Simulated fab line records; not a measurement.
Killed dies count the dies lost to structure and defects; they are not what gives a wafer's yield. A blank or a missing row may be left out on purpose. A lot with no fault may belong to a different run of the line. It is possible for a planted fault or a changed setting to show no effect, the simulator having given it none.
Check of tool commonality || flow berkeleyCmos170 || Sample size 14 lots and 42 wafers

## REASON IT WAS OPENED
At UCB170_NSD_TW_MEAS_10 the reading NSD_TW is flagged on 3 of 14 lots. Fault-free wafers read 4181, with a standard deviation of 38.
Rule: a lot gets a flag if all its wafers with a number sit over 4 standard deviations from that mean, or if no wafer of it has a number. As for the other lots, they are considered sound.

{"lot": "L875", "measured": "day 7 21:49", "on": "filmMetro-04", "NSD_TW, wafer by wafer": "4233 4204 4223", "flag": ""}
{"lot": "L878", "measured": "day 8 12:32", "on": "filmMetro-01", "NSD_TW, wafer by wafer": "4113 4120 4134", "flag": ""}
{"lot": "L879", "measured": "day 9 03:16", "on": "filmMetro-04", "NSD_TW, wafer by wafer": "4228 4223 4220", "flag": ""}
{"lot": "L880", "measured": "day 9 03:32", "on": "filmMetro-01", "NSD_TW, wafer by wafer": "4158 4154 4201", "flag": ""}
{"lot": "L881", "measured": "day 9 12:32", "on": "filmMetro-02", "NSD_TW, wafer by wafer": "4171 4151 4148", "flag": ""}
{"lot": "L882", "measured": "day 9 12:50", "on": "filmMetro-04", "NSD_TW, wafer by wafer": "4207 4187 4203", "flag": ""}
{"lot": "L884", "measured": "day 9 19:13", "on": "filmMetro-01", "NSD_TW, wafer by wafer": "4397 4349 4364", "flag": "FLAGGED"}
{"lot": "L890", "measured": "day 10 18:51", "on": "filmMetro-01", "NSD_TW, wafer by wafer": "4152 4162 4139", "flag": ""}
{"lot": "L888", "measured": "day 10 19:26", "on": "filmMetro-04", "NSD_TW, wafer by wafer": "4426 4462 4431", "flag": "FLAGGED"}
{"lot": "L893", "measured": "day 11 20:55", "on": "filmMetro-02", "NSD_TW, wafer by wafer": "4385 4397 4398", "flag": "FLAGGED"}
{"lot": "L895", "measured": "day 12 02:58", "on": "filmMetro-01", "NSD_TW, wafer by wafer": "4158 4153 4164", "flag": ""}
{"lot": "L896", "measured": "day 12 03:13", "on": "filmMetro-02", "NSD_TW, wafer by wafer": "4174 4143 4178", "flag": ""}
{"lot": "L897", "measured": "day 12 03:28", "on": "filmMetro-04", "NSD_TW, wafer by wafer": "4272 4255 4278", "flag": ""}
{"lot": "L898", "measured": "day 13 00:34", "on": "filmMetro-01", "NSD_TW, wafer by wafer": "4157 4140 4153", "flag": ""}
On average the flagged lots' numbers are 4401, which is +220 against the usual, or +6 standard deviations.

## EACH LOT AND THE TOOL IT RAN ON
4 process steps preceding the reading are held in the record, out of 331 steps in the route. Every cell lists first the tool, next ch and the chambers used by the sampled wafers, and last the start.
{"lot": "L875", "flag": "", "UCB170_ZERO_ETCH_06": "rieDiel-01 ch 0,1,3, day 2 00:07", "UCB170_ZERO_STRIP_07": "plasmaAsher-03 ch 0,1, day 2 00:08", "UCB170_NSD_IMPLANT_08": "implanter-01 ch 0, day 7 21:34", "UCB170_NSD_STRIP_09": "plasmaAsher-04 ch 0,1, day 7 21:43"}
{"lot": "L878", "flag": "", "UCB170_ZERO_ETCH_06": "rieDiel-01 ch 0,3, day 2 12:09", "UCB170_ZERO_STRIP_07": "plasmaAsher-03 ch 0,1, day 2 12:11", "UCB170_NSD_IMPLANT_08": "implanter-01 ch 0, day 8 12:17", "UCB170_NSD_STRIP_09": "plasmaAsher-01 ch 0,1, day 8 12:26"}
{"lot": "L879", "flag": "", "UCB170_ZERO_ETCH_06": "rieDiel-04 ch 0,3, day 2 20:10", "UCB170_ZERO_STRIP_07": "plasmaAsher-02 ch 1, day 2 20:11", "UCB170_NSD_IMPLANT_08": "implanter-03 ch 0, day 9 03:02", "UCB170_NSD_STRIP_09": "plasmaAsher-04 ch 0, day 9 03:09"}
{"lot": "L880", "flag": "", "UCB170_ZERO_ETCH_06": "rieDiel-01 ch 0,1,3, day 2 20:25", "UCB170_ZERO_STRIP_07": "plasmaAsher-03 ch 0,1, day 2 20:26", "UCB170_NSD_IMPLANT_08": "implanter-02 ch 0, day 9 03:17", "UCB170_NSD_STRIP_09": "plasmaAsher-03 ch 0,1, day 9 03:26"}
{"lot": "L881", "flag": "", "UCB170_ZERO_ETCH_06": "rieDiel-02 ch 1,3, day 3 04:31", "UCB170_ZERO_STRIP_07": "plasmaAsher-02 ch 0,1, day 3 04:32", "UCB170_NSD_IMPLANT_08": "implanter-03 ch 0, day 9 12:17", "UCB170_NSD_STRIP_09": "plasmaAsher-03 ch 0,1, day 9 12:26"}
{"lot": "L882", "flag": "", "UCB170_ZERO_ETCH_06": "rieDiel-01 ch 0,1,2, day 3 04:14", "UCB170_ZERO_STRIP_07": "plasmaAsher-04 ch 0,1, day 3 04:16", "UCB170_NSD_IMPLANT_08": "implanter-01 ch 0, day 9 12:35", "UCB170_NSD_STRIP_09": "plasmaAsher-01 ch 0,1, day 9 12:43"}
{"lot": "L884", "flag": "FLAGGED", "UCB170_ZERO_ETCH_06": "rieDiel-02 ch 0,3, day 3 20:00", "UCB170_ZERO_STRIP_07": "plasmaAsher-03 ch 0,1, day 3 20:01", "UCB170_NSD_IMPLANT_08": "implanter-01 ch 0, day 9 18:40", "UCB170_NSD_STRIP_09": "plasmaAsher-03 ch 0,1, day 9 19:07"}
{"lot": "L890", "flag": "", "UCB170_ZERO_ETCH_06": "rieDiel-02 ch 0,1,2, day 5 01:11", "UCB170_ZERO_STRIP_07": "plasmaAsher-02 ch 0,1, day 5 01:13", "UCB170_NSD_IMPLANT_08": "implanter-01 ch 0, day 10 18:37", "UCB170_NSD_STRIP_09": "plasmaAsher-03 ch 0,1, day 10 18:44"}
{"lot": "L888", "flag": "FLAGGED", "UCB170_ZERO_ETCH_06": "rieDiel-04 ch 0,1,2, day 4 15:43", "UCB170_ZERO_STRIP_07": "plasmaAsher-03 ch 0,1, day 4 15:44", "UCB170_NSD_IMPLANT_08": "implanter-02 ch 0, day 10 18:52", "UCB170_NSD_STRIP_09": "plasmaAsher-04 ch 0,1, day 10 19:20"}
{"lot": "L893", "flag": "FLAGGED", "UCB170_ZERO_ETCH_06": "rieDiel-02 ch 0,2, day 5 17:55", "UCB170_ZERO_STRIP_07": "plasmaAsher-03 ch 0,1, day 5 17:56", "UCB170_NSD_IMPLANT_08": "implanter-01 ch 0, day 11 20:04", "UCB170_NSD_STRIP_09": "plasmaAsher-03 ch 0,1, day 11 20:49"}
{"lot": "L895", "flag": "", "UCB170_ZERO_ETCH_06": "rieDiel-04 ch 0,1,3, day 6 03:48", "UCB170_ZERO_STRIP_07": "plasmaAsher-04 ch 0,1, day 6 03:49", "UCB170_NSD_IMPLANT_08": "implanter-01 ch 0, day 12 02:43", "UCB170_NSD_STRIP_09": "plasmaAsher-03 ch 0,1, day 12 02:52"}
{"lot": "L896", "flag": "", "UCB170_ZERO_ETCH_06": "rieDiel-01 ch 0,2,3, day 6 04:13", "UCB170_ZERO_STRIP_07": "plasmaAsher-02 ch 1, day 6 04:14", "UCB170_NSD_IMPLANT_08": "implanter-02 ch 0, day 12 02:58", "UCB170_NSD_STRIP_09": "plasmaAsher-03 ch 0,1, day 12 03:07"}
{"lot": "L897", "flag": "", "UCB170_ZERO_ETCH_06": "rieDiel-04 ch 0,1,3, day 6 08:47", "UCB170_ZERO_STRIP_07": "plasmaAsher-03 ch 0,1, day 6 08:51", "UCB170_NSD_IMPLANT_08": "implanter-03 ch 0, day 12 03:15", "UCB170_NSD_STRIP_09": "plasmaAsher-04 ch 0,1, day 12 03:23"}
{"lot": "L898", "flag": "", "UCB170_ZERO_ETCH_06": "rieDiel-01 ch 1,3, day 6 18:42", "UCB170_ZERO_STRIP_07": "plasmaAsher-03 ch 0,1, day 6 18:44", "UCB170_NSD_IMPLANT_08": "implanter-03 ch 0, day 13 00:19", "UCB170_NSD_STRIP_09": "plasmaAsher-01 ch 0,1, day 13 00:28"}
What is done by these steps:
- UCB170_ZERO_ETCH_06: etches SiO2 in CHF3/CF4/Ar, time 12 s.
- UCB170_ZERO_STRIP_07: strips in O2.
- UCB170_NSD_IMPLANT_08
- UCB170_NSD_STRIP_09: strips in O2.
- UCB170_NSD_TW_MEAS_10

## FLAGGED AGAINST TOTAL, ONE TOOL AT A TIME (gauges that did the reading follow at the end)
{"step": "UCB170_ZERO_ETCH_06", "tool": "rieDiel-01", "lots run": 6, "flagged": 0, "share of the flagged lots": "none", "sound lots run after its first flagged lot": "-"}
{"step": "UCB170_ZERO_ETCH_06", "tool": "rieDiel-02", "lots run": 4, "flagged": 2, "share of the flagged lots": "some", "sound lots run after its first flagged lot": "1 (L890)"}
{"step": "UCB170_ZERO_ETCH_06", "tool": "rieDiel-04", "lots run": 4, "flagged": 1, "share of the flagged lots": "some", "sound lots run after its first flagged lot": "2 (L895,L897)"}
{"step": "UCB170_ZERO_STRIP_07", "tool": "plasmaAsher-02", "lots run": 4, "flagged": 0, "share of the flagged lots": "none", "sound lots run after its first flagged lot": "-"}
{"step": "UCB170_ZERO_STRIP_07", "tool": "plasmaAsher-03", "lots run": 8, "flagged": 3, "share of the flagged lots": "all", "sound lots run after its first flagged lot": "2 (L897,L898)"}
{"step": "UCB170_ZERO_STRIP_07", "tool": "plasmaAsher-04", "lots run": 2, "flagged": 0, "share of the flagged lots": "none", "sound lots run after its first flagged lot": "-"}
{"step": "UCB170_NSD_IMPLANT_08", "tool": "implanter-01", "lots run": 7, "flagged": 2, "share of the flagged lots": "some", "sound lots run after its first flagged lot": "2 (L890,L895)"}
{"step": "UCB170_NSD_IMPLANT_08", "tool": "implanter-02", "lots run": 3, "flagged": 1, "share of the flagged lots": "some", "sound lots run after its first flagged lot": "1 (L896)"}
{"step": "UCB170_NSD_IMPLANT_08", "tool": "implanter-03", "lots run": 4, "flagged": 0, "share of the flagged lots": "none", "sound lots run after its first flagged lot": "-"}
{"step": "UCB170_NSD_STRIP_09", "tool": "plasmaAsher-01", "lots run": 3, "flagged": 0, "share of the flagged lots": "none", "sound lots run after its first flagged lot": "-"}
{"step": "UCB170_NSD_STRIP_09", "tool": "plasmaAsher-03", "lots run": 7, "flagged": 2, "share of the flagged lots": "some", "sound lots run after its first flagged lot": "3 (L890,L895,L896)"}
{"step": "UCB170_NSD_STRIP_09", "tool": "plasmaAsher-04", "lots run": 4, "flagged": 1, "share of the flagged lots": "some", "sound lots run after its first flagged lot": "1 (L897)"}
{"step": "UCB170_NSD_TW_MEAS_10", "tool": "filmMetro-01", "lots run": 6, "flagged": 1, "share of the flagged lots": "some", "sound lots run after its first flagged lot": "3 (L890,L895,L898)"}
{"step": "UCB170_NSD_TW_MEAS_10", "tool": "filmMetro-02", "lots run": 3, "flagged": 1, "share of the flagged lots": "some", "sound lots run after its first flagged lot": "1 (L896)"}
{"step": "UCB170_NSD_TW_MEAS_10", "tool": "filmMetro-04", "lots run": 5, "flagged": 1, "share of the flagged lots": "some", "sound lots run after its first flagged lot": "1 (L897)"}

## WHAT THE TABLE ALLOWS
In the table, 1 row covers all flagged lots: plasmaAsher-03 at UCB170_ZERO_STRIP_07.
- plasmaAsher-03 at UCB170_ZERO_STRIP_07: 3 of its 8 lots flagged. After the first flagged lot (L897, L898), sound lots still ran on it; a lasting fault on the whole tool would not permit that.
There is no row in the table that ran each flagged lot and no sound lot after the first.

## WHAT THE SIMULATOR HAD PUT IN
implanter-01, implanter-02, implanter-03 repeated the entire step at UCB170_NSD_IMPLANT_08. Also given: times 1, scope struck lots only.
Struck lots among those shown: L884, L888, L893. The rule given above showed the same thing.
